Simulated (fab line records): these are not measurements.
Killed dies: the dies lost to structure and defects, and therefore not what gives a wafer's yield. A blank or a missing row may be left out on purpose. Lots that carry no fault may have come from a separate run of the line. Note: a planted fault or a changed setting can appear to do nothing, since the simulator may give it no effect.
Comparing a struck lot with a sound one || flow berkeley cmos170 || 24 steps out of a route of 331
Sound: these wafers, L837.1, L837.2, L837.4. Struck: wafers L838.2, L838.3, L838.4. Last of all comes the cause.
Order at every step that has rows: each side's tool, ch and its chambers, its first start. Under that, the readings that differ: sound wafers || struck wafers || difference of the means || sigmas: that difference in standard deviations of wafers without a fault.
alike: words and numbers the same on both sides, and readings whose means are apart by under 2 such deviations; not compared: readings that were withheld, readings missing a value for some wafer, numbers with overlapping values and no deviation given by the record, and bounds like >300 which may hide the same value.
The two part at a step that has a row with sigmas, a row that says differs or no value, or rows on one side only. When numbers do not overlap yet have no deviation, they are printed without sigmas and do not part them. A reading missing from all wafers of one side parts the sides only when that side holds two or more wafers.

first, 4 steps without rows for these wafers: UCB170_PWELL_WET_ETCH_19 (etches Si3N4 in H3PO4, time 14400 s); UCB170_PWELL_WET_ETCH_20 (etches SiO2 in BOE, time 22 s); UCB170_WELLDRIVE_CLEAN_00 (cleans in SPM, time 600 s); UCB170_WELLDRIVE_OXIDATION_01 (target thk 199 nm, ox time 9000 s).
UCB170_WELLDRIVE_THK_MEAS_02:
  sound on film metro-03, day 5 18:38; struck on film metro-03, day 6 06:43
{"reading": "WELLDRIVE_OXIDE_THK (nm)", "sound": "203 207 203", "struck": "193 190 192", "difference": -13, "sigmas": -3}
then, 5 steps without rows for these wafers: UCB170_WELLDRIVE_ANNEAL_03 (time 900 s); UCB170_WELLDRIVE_WET_ETCH_04 (etches SiO2 in BOE, time 120 s); UCB170_ACTIVE_CLEAN_00 (cleans in SPM, time 600 s); UCB170_ACTIVE_CLEAN_01 (cleans in dHF, time 60 s); UCB170_ACTIVE_OXIDATION_02 (target thk 26.4 nm, ox time 1260 s).
UCB170_ACTIVE_THK_MEAS_03:
  sound on film metro-03, day 6 00:50; struck on film metro-02, day 6 17:54
  alike: ACTIVE_OXIDE_THK
then, 1 step without rows for these wafers: UCB170_ACTIVE_ANNEAL_04 (time 900 s).
UCB170_ACTIVE_CVD_05: deposits Si3N4 from SiH2Cl2/NH3, target thk 220 nm, time 3300 s.
  sound on lpcvd-01 ch 0, day 6 03:25; struck on lpcvd-01 ch 0, day 6 22:34
{"reading": "spike tc centre C (C)", "sound": "806.3 804.4 805.6", "struck": "832.3 833.5 833.4", "difference": "+27.6", "sigmas": "+17"}
{"reading": "zone power centre pct (%)", "sound": "34 34 35", "struck": "44 44 44", "difference": "+10", "sigmas": "+3"}
{"reading": "model.Si3N4_of_ACTIVE_CVD_05.thk nm (nm)", "sound": "218.6 219.2 219.3", "struck": "234.6 245 251.5", "difference": "+24.7", "sigmas": ""}
  alike: nh3 flow sccm, sih2cl2 flow sccm
UCB170_ACTIVE_THK_MEAS_06:
  sound on film metro-03, day 6 05:20; struck on film metro-03, day 7 00:29
{"reading": "ACTIVE_NITRIDE_THK (nm)", "sound": "218.6 219.3 219.4", "struck": "234.7 244.9 251.6", "difference": "+24.6", "sigmas": "+12"}
then, 2 steps without rows for these wafers: UCB170_ACTIVE_HMDS_07 (prime time 60 s); UCB170_ACTIVE_COAT_08 (resist thk 900 nm).
UCB170_ACTIVE_SOFTBAKE_09: time 60.94 s.
  sound on litho track-03 ch 0, day 6 06:14; struck on litho track-04 ch 0, day 7 00:52
{"reading": "softbake temp c (C)", "sound": "130.39 130.10 130.22", "struck": "129.80 129.95 130.11", "difference": -0.28, "sigmas": -2}
  alike: heater power total W, plate sensor t centre C, plate sensor t edge C
then, 3 steps without rows for these wafers: UCB170_ACTIVE_EXPOSE_10 (exposes mask ACTIVE, target cd 1200 nm); UCB170_ACTIVE_PEB_11; UCB170_ACTIVE_DEVELOP_12 (develop time 45 s).
UCB170_ACTIVE_CD_MEAS_13: the cd target is 1200 nm.
  sound on cd sem-01, day 6 07:33; struck on cd sem-02, day 7 01:31
{"reading": "cd nm (nm)", "sound": "1201.5 1201.3 1199.5", "struck": "1197.3 1196.8 1198.2", "difference": -3.3, "sigmas": -2}
UCB170_ACTIVE_OVL_MEAS_14:
  sound on overlay-01, day 6 07:40; struck on overlay-01, day 7 01:38
  alike: ACTIVE_OVL
UCB170_ACTIVE_ETCH_15: etches Si3N4 in CH3F/Ar/O2, stops on SiO2, target depth 242 nm, time 151 s.
  sound on rie diel-03 ch 0,1,3, day 6 07:43; struck on rie diel-03 ch 0,1,2, day 7 01:40
{"reading": "oes product au (a.u.)", "sound": "0.942 0.938 0.907", "struck": "0.979 1.005 0.978", "difference": "+0.058", "sigmas": "+4"}
{"reading": "model.etch.depth nm (nm)", "sound": "218.6 219.2 219.3", "struck": "234.6 242.1 243.9", "difference": "+21.2", "sigmas": ""}
  alike: CH3F_flow_sccm, drypump motor current A, throttle valve pct
  not compared: rf hours counter h
UCB170_ACTIVE_STRIP_16: strips in O2.
  sound on plasma asher-04 ch 0,1, day 6 07:49; struck on plasma asher-03 ch 0,1, day 7 01:46
  alike: drypump motor current A, oes product au, strip time to endpoint s
  not compared: rf hours counter h

== WHERE THEY PART ==
Last at UCB170_ACTIVE_ETCH_15 as far as this record goes, first at UCB170_WELLDRIVE_THK_MEAS_02. Later steps at which nothing parts them and some readings are alike: UCB170_ACTIVE_STRIP_16.

WHY: what had been put in by the simulator
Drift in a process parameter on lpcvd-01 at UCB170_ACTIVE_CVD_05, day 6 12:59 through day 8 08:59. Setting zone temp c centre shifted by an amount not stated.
